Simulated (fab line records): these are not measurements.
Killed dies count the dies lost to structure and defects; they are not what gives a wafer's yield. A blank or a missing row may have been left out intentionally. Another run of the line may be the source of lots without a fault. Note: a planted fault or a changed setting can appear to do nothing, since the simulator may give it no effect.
Comparing a struck lot with a sound one | flow rit_cmos | 43 steps out of a route of 202
Sound: these wafers, L440.1, L440.2, L440.3. Struck: wafer L451.3 (left out: L451.2, L451.4 of the same lot, which were not struck); the cause appears at the end.
Per side, at each step with rows, come the tool, then ch with its chambers, and then its first start. Under that, the readings that differ: sound wafers | struck wafers | difference of the means | sigmas: that difference in standard deviations of wafers without a fault.
alike: readings with means less than 2 such deviations apart, plus words and numbers identical on both sides. not compared: withheld readings, readings lacking a value on some wafer, bounds such as >300 that could conceal the same value, and numbers that have no deviation in the record and whose values overlap.
Wherever a step has rows on one side only, a row that says differs or no value, or a row with sigmas, the two part there. When numbers do not overlap yet have no deviation, they are printed without sigmas and do not part them. A reading missing from all wafers of one side parts the sides only when that side holds two or more wafers.

RIT_SDANNEAL_RTA_03: time 5 s.
  sound on rtp_anneal-01 ch 0, day 4 20:38; struck on rtp_anneal-01 ch 0, day 6 20:05
  alike: chamber_o2_ppm, wafer_temp_C_max
RIT_SDANNEAL_RS_MEAS_04: the measuring method here is four-point-probe.
  sound on film_metro-02, day 4 20:42; struck on film_metro-02, day 6 20:10
  alike: PSD_RS
RIT_SDANNEAL_RS_MEAS_05: the measuring method here is four-point-probe.
  sound on film_metro-02, day 4 20:49; struck on film_metro-02, day 6 20:17
  alike: NSD_RS
RIT_SDANNEAL_RS_MEAS_06: the measuring method here is four-point-probe.
  sound on film_metro-02, day 4 20:56; struck on film_metro-02, day 6 20:24
  alike: PLDD_RS
RIT_SDANNEAL_RS_MEAS_07: the measuring method here is four-point-probe.
  sound on film_metro-02, day 4 21:04; struck on film_metro-02, day 6 20:31
  alike: NLDD_RS
then, 1 step without rows for these wafers: RIT_SILICIDE_WET_ETCH_00 (etches SiO2 in BOE, target depth 14 nm, time 15 s).
RIT_SILICIDE_SPUTTER_01: material Ti, target thk 30 nm, time 240 s.
  sound on pvd_sputter-02, day 4 21:12; struck on pvd_sputter-02, day 6 20:38
  alike: cathode_dc_power_W, chamber_pressure_pa, throttle_valve_pct
RIT_SILICIDE_RS_MEAS_02: the measuring method here is four-point-probe.
  sound on film_metro-04, day 4 21:21; struck on film_metro-04, day 6 20:48
  alike: SILICIDE_TI_RS
RIT_SILICIDE_THK_MEAS_03: measures by xrf.
  sound on film_metro-04, day 4 21:28; struck on film_metro-04, day 6 20:55
  alike: SILICIDE_TI_THK
RIT_SILICIDE_RTA_04: time 10 s, ramp up 5 s, ramp down 5 s.
  sound on rtp_anneal-01 ch 0, day 4 21:32; struck on rtp_anneal-02 ch 0, day 6 20:58
  alike: chamber_o2_ppm, wafer_temp_C_max
then, 1 step without rows for these wafers: RIT_SILICIDE_WET_ETCH_05 (etches Ti in SPM, time 120 s).
RIT_SILICIDE_RTA_06: time 10 s, ramp up 5 s, ramp down 10 s.
  sound on rtp_anneal-01 ch 0, day 4 21:41; struck on rtp_anneal-01 ch 0, day 6 21:07
  alike: chamber_o2_ppm, wafer_temp_C_max
RIT_CONTACT_CVD_00: deposits SiO2 from TEOS, target thk 400 nm, time 61 s.
  sound on pecvd-03 ch 0,1,2, day 4 21:44; struck on pecvd-03 ch 1, day 6 21:11
  reading                                  | sound             | struck | difference | sigmas
  model.SiO2_of_CONTACT_CVD_00.thk_nm (nm) | 398.8 387.8 397.4 | 447.4  | +52.7      |
  alike: heater_power_w, susceptor_temp_C
RIT_CONTACT_THK_MEAS_01:
  sound on film_metro-04, day 4 21:47; struck on film_metro-04, day 6 21:16
  reading               | sound       | struck | difference | sigmas
  CONTACT_TEOS_THK (nm) | 399 388 398 | 447    | +52        | +11
then, 6 steps without rows for these wafers: RIT_CONTACT_HMDS_02 (prime time 60 s); RIT_CONTACT_COAT_03 (resist thk 1000 nm); RIT_CONTACT_SOFTBAKE_04 (time 60 s); RIT_CONTACT_EXPOSE_05 (exposes mask M11, target cd 1000 nm); RIT_CONTACT_PEB_06; RIT_CONTACT_DEVELOP_07 (develop time 120 s).
RIT_CONTACT_CD_MEAS_08: the cd target is 1000 nm.
  sound on cd_sem-02, day 4 22:49; struck on cd_sem-02, day 6 22:26
  alike: cd_nm
RIT_CONTACT_OVL_MEAS_09:
  sound on overlay-02, day 4 22:56; struck on overlay-01, day 6 22:32
  alike: CONTACT_OVL
then, 1 step without rows for these wafers: RIT_CONTACT_HARDBAKE_10 (time 60 s).
RIT_CONTACT_ETCH_11: etches SiO2 in CHF3/CF4/Ar, stops on TiSi2, target depth 480 nm, time 320 s.
  sound on rie_diel-04 ch 0,2,3, day 4 23:08; struck on rie_diel-03 ch 1, day 6 22:43
  reading                             | sound             | struck | difference | sigmas
  rf_hours_counter_h (h)              | 50 93 42          | 147    | +85        |
  model.CONTACT.feature_depth_nm (nm) | 398.8 387.8 397.4 | 447.4  | +52.7      |
  model.etch.depth_nm (nm)            | 398.8 387.8 397.4 | 447.4  | +52.7      |
  alike: drypump_motor_current_A, oes_product_au, throttle_valve_pct
then, 1 step without rows for these wafers: RIT_CONTACT_STRIP_12 (strips in O2, time 180 s).
RIT_CONTACT_CD_MEAS_90: the cd target is 1000 nm.
  sound on cd_sem-02, day 4 23:29; struck on cd_sem-02, day 6 23:06
  alike: cd_nm
then, 2 steps without rows for these wafers: RIT_CONTACT_CLEAN_13 (cleans in SC1, time 600 s); RIT_CONTACT_CLEAN_14 (cleans in SC2, time 600 s).
RIT_M1_SPUTTER_00: material Al, target thk 400 nm, time 500 s.
  sound on pvd_sputter-04, day 5 00:08; struck on pvd_sputter-02, day 6 23:33
  alike: cathode_dc_power_W, chamber_pressure_pa, throttle_valve_pct
RIT_M1_RS_MEAS_01: the measuring method here is four-point-probe.
  sound on film_metro-03, day 5 00:26; struck on film_metro-02, day 6 23:52
  alike: M1_AL_RS
RIT_M1_THK_MEAS_02: measures by xrf.
  sound on film_metro-03, day 5 00:33; struck on film_metro-02, day 6 23:59
  alike: M1_AL_THK
then, 6 steps without rows for these wafers: RIT_M1_HMDS_03 (prime time 60 s); RIT_M1_COAT_04 (resist thk 1300 nm); RIT_M1_SOFTBAKE_05 (time 60 s); RIT_M1_EXPOSE_06 (exposes mask M12, target cd 2600 nm); RIT_M1_PEB_07; RIT_M1_DEVELOP_08 (develop time 68 s).
RIT_M1_CD_MEAS_09: the cd target is 2600 nm.
  sound on cd_sem-01, day 5 01:47; struck on cd_sem-02, day 7 00:56
  alike: cd_nm
RIT_M1_OVL_MEAS_10:
  sound on overlay-01, day 5 01:54; struck on overlay-01, day 7 01:02
  alike: M1_OVL
then, 1 step without rows for these wafers: RIT_M1_HARDBAKE_11 (time 120 s).
RIT_M1_METAL_ETCH_12: etches Al in Cl2/BCl3, stops on SiO2, time 165 s, target depth 600 nm.
  sound on rie_metal-02 ch 0,1, day 5 02:32; struck on rie_metal-02 ch 0, day 7 01:19
  reading                                  | sound             | struck | difference | sigmas
  model.SiO2_of_CONTACT_CVD_00.thk_nm (nm) | 361.7 352.6 361.8 | 410.4  | +51.7      |
  alike: drypump_motor_current_A, oes_product_au, throttle_valve_pct
  not compared: rf_hours_counter_h
then, 1 step without rows for these wafers: RIT_M1_STRIP_13 (strips in nmp, time 600 s).
RIT_M1_PROBE_99:
  sound on prober-02, day 5 05:49; struck on prober-01, day 7 04:46
  reading                                    | sound                       | struck    | difference | sigmas
  model.etest.field_p_metal.vt_v (V)         | -28.34 -28.07 -29.31        | -32.27    | -3.70      |
  model.etest.antenna_contact.vt_shift_v (V) | -0.01777 -0.009558 -0.01248 | -0.003684 | +0.009585  |

== WHERE THEY PART ==
Only at RIT_CONTACT_THK_MEAS_01, within this record. Later steps at which nothing parts them and some readings are alike: RIT_CONTACT_CD_MEAS_08, RIT_CONTACT_OVL_MEAS_09, RIT_CONTACT_ETCH_11, RIT_CONTACT_CD_MEAS_90, RIT_M1_SPUTTER_00, RIT_M1_RS_MEAS_01, RIT_M1_THK_MEAS_02, RIT_M1_CD_MEAS_09, RIT_M1_OVL_MEAS_10, RIT_M1_METAL_ETCH_12.

WHY: the cause the simulator had injected
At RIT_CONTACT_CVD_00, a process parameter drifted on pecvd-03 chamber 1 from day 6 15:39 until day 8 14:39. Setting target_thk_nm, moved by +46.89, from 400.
